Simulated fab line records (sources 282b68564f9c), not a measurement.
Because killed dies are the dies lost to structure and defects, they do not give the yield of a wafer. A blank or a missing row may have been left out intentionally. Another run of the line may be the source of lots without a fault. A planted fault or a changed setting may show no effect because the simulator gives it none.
2 desks, one fault / flow rit_cmos / what lay behind the numbers comes last; until then each desk has only its own

DESK OF THE TOOL OWNER: implanter-04
For each lot that ran on this tool, the mean over its sampled wafers that have a number, from the tool's own readings at RIT_PLDD_IMPLANT_08. If a lot's mean is further than 4 standard deviations from the usual mean, the lot is out of limits and carries the mark OUT (the distance appears in the brackets).
Columns: A = dose_ions_cm2 at RIT_PLDD_IMPLANT_08, usual 9.001e+14; B = end_station_pressure_torr at RIT_PLDD_IMPLANT_08, usual 7.3e-06 Torr; C = faraday_current_uA at RIT_PLDD_IMPLANT_08, usual 2820
lot=L486; first seen here=day 2 20:35; A=9.000e+14; B=7.2e-06; C=2783
lot=L491; first seen here=day 4 01:50; A=8.998e+14; B=7.4e-06; C=2814
lot=L495; first seen here=day 4 20:18; A=1.710e+15 (+99 or more) OUT; B=9.5e-06 (+5.9) OUT; C=5441 (+48) OUT
lot=L500; first seen here=day 5 18:22; A=1.710e+15 (+99 or more) OUT; B=9.1e-06 (+4.9) OUT; C=5330 (+46) OUT
This desk's verdict: out of limits on L495, L500, starting with L495 at day 4 20:18 (dose_ions_cm2 at RIT_PLDD_IMPLANT_08). Within limits: L486, L491.

METROLOGY DESK
What the gauges read, lot by lot, whatever tool the lot ran on: means of the sampled wafers that have a number. If a lot's mean is further than 4 standard deviations from the usual mean, the lot is out of limits and carries the mark OUT (the distance appears in the brackets).
Columns: A = PLDD_TW at RIT_PLDD_TW_MEAS_10, usual 2328; B = PSD_TW at RIT_PSD_TW_MEAS_10, usual 3401; C = PLDD_RS at RIT_SDANNEAL_RS_MEAS_06, usual 178.6 ohm/sq
lot=L486; first seen here=day 2 20:55; A=2304; B=3405; C=178.5
lot=L487; first seen here=day 3 01:02; A=2351; B=3416; C=178.0
lot=L488; first seen here=day 3 04:54; A=2289; B=3397; C=178.8
lot=L490; first seen here=day 3 16:20; A=2352; B=3427; C=179.2
lot=L491; first seen here=day 4 02:10; A=2293; B=3356; C=178.8
lot=L495; first seen here=day 4 20:38; A=2727 (+15) OUT; B=3410; C=153.3 (-65) OUT
lot=L500; first seen here=day 5 18:41; A=2709 (+15) OUT; B=3422; C=152.8 (-66) OUT
lot=L501; first seen here=day 6 02:40; A=2352; B=3351; C=178.8
lot=L502; first seen here=day 6 03:53; A=2297; B=3349; C=178.7
lot=L503; first seen here=day 6 07:58; A=2354; B=3409; C=178.3
lot=L504; first seen here=day 6 14:29; A=2339; B=3417; C=178.9
lot=L505; first seen here=day 6 19:08; A=2340; B=3398; C=178.8
lot=L507; first seen here=day 7 05:13; A=2307; B=3401; C=178.8
lot=L509; first seen here=day 7 14:51; A=2307; B=3409; C=178.2
This desk's finding: out of limits on L495, L500; first on L495, day 4 20:38 (PLDD_TW at RIT_PLDD_TW_MEAS_10). Within limits: L486, L487, L488, L490, L491, L501, L502, L503, L504, L505, L507, L509.

ALL TOGETHER
An alarm could have come from the tool owner's desk at day 4 20:18, on L495, L500.
On L495, L500, the metrology desk was in a position to raise an alarm at day 4 20:38.
RIT_PLDD_IMPLANT_08 was run on implanter-04 by each of the lots named.

WHAT HAD BEEN PUT IN BY THE SIMULATOR
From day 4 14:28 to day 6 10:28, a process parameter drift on implanter-04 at RIT_PLDD_IMPLANT_08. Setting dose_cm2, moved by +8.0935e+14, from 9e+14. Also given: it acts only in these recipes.
Lots struck among those shown: L495, L500.
Time in hours from fault onset to the first out-of-limits reading at each desk: tool owner's desk 6, metrology desk 6.
